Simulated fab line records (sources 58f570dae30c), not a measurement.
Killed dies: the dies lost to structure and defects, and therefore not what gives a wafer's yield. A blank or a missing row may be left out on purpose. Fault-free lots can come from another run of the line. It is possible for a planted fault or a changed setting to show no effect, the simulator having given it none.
8D (eight disciplines) problem report, filled in by code + flow berkeleyCmos170 + the parts of the form that need people (team, actions taken, sign-off) are left out

== 1. WHAT WENT WRONG ==
Wafers without a fault read 401.9 C, standard deviation 0.96; spikeTcCentreC at UCB170_M1_ANNEAL_14 reads a mean of 361.9 C on 12 wafers belonging to 4 lots. Relative to the usual mean, that is a shift of -42 standard deviations.
The step: time 1200 s.
Earliest sighting: wafer L251.4 on furnace-03 at day 10 13:50. Wafers with a number at this step in the record: 39, from 13 lots. Rule for "out", or "out of limits": more than 4 standard deviations from the usual mean. Any other wafer with a number is counted as sound.

== 2. WHAT IT IS, WHAT IT ISN'T ==
| question                    | is                                                                                                     | is not                                               |
|-----------------------------|--------------------------------------------------------------------------------------------------------|------------------------------------------------------|
| which readings at this step | spikeTcCentreC, spikeTcLoadC, spikeTcSourceC, zonePowerCentrePct, zonePowerLoadPct, zonePowerSourcePct | -                                                    |
| which lots                  | L251, L252, L253, L254                                                                                 | L242, L243, L244, L245, L246, L247, L248, L249, L250 |
| which wafers of those lots  | all that have a number                                                                                 | -                                                    |
| read on which tools         | furnace-03                                                                                             | -                                                    |
| when                        | from day 10 13:50                                                                                      | up to then (27 sound wafers)                         |

== 3. THE SUSPECTS, EACH WITH WHAT RULES IT OUT ==
Counting: a tool stays on the suspect list if, at a process step up to the reading, it processed all lots that are out and no sound lot following the first of them.
- furnace-03 at UCB170_M1_ANNEAL_14 (time 1200 s): kept. It ran every lot that is out, first L251 (day 10 13:50), and no sound lot after that; its last sound lot up to then is L248 (day 10 05:56). On those wafers its own readings are out: spikeTcCentreC, spikeTcLoadC, spikeTcSourceC, zonePowerCentrePct, zonePowerLoadPct, zonePowerSourcePct.
Remaining after the count: furnace-03 at UCB170_M1_ANNEAL_14.

== 4. THE CAUSE (what the simulator had put in) ==
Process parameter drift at UCB170_M1_ANNEAL_14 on furnace-03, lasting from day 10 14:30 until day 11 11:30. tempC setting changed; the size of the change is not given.
This tool alone remained once counting was done.

== 5. SEQUENCE OF EFFECTS, ordered by route ==
Rows list readings where the struck wafers' mean (over those with a number) sits beyond 3 standard deviations from the usual. Scope: only readings with a usual standard deviation given in the record; hours: median across lots of the time from each lot's start at the first step in this table that gives one to its start at this step; sigmas: change in usual standard deviations.
| hours | step                | reading            | usual   | on struck wafers | change | sigmas |
|-------|---------------------|--------------------|---------|------------------|--------|--------|
| 0     | UCB170_M1_ANNEAL_14 | spikeTcCentreC     | 401.9 C | 361.9            | -40.0  | -42    |
| 0     | UCB170_M1_ANNEAL_14 | spikeTcLoadC       | 416.2 C | 376.2            | -40.0  | -40    |
| 0     | UCB170_M1_ANNEAL_14 | spikeTcSourceC     | 415.8 C | 375.1            | -40.7  | -41    |
| 0     | UCB170_M1_ANNEAL_14 | zonePowerCentrePct | 18.29 % | 16.45            | -1.84  | -10    |
| 0     | UCB170_M1_ANNEAL_14 | zonePowerLoadPct   | 5.24 %  | 4.56             | -0.68  | -12    |
| 0     | UCB170_M1_ANNEAL_14 | zonePowerSourcePct | 6.98 %  | 6.03             | -0.95  | -14    |
The process steps in it:
- UCB170_M1_ANNEAL_14: time 1200 s.

== 6. WHAT WOULD HAVE CAUGHT IT SOONER ==
In this record the first reading out of limits was taken at day 10 13:50.
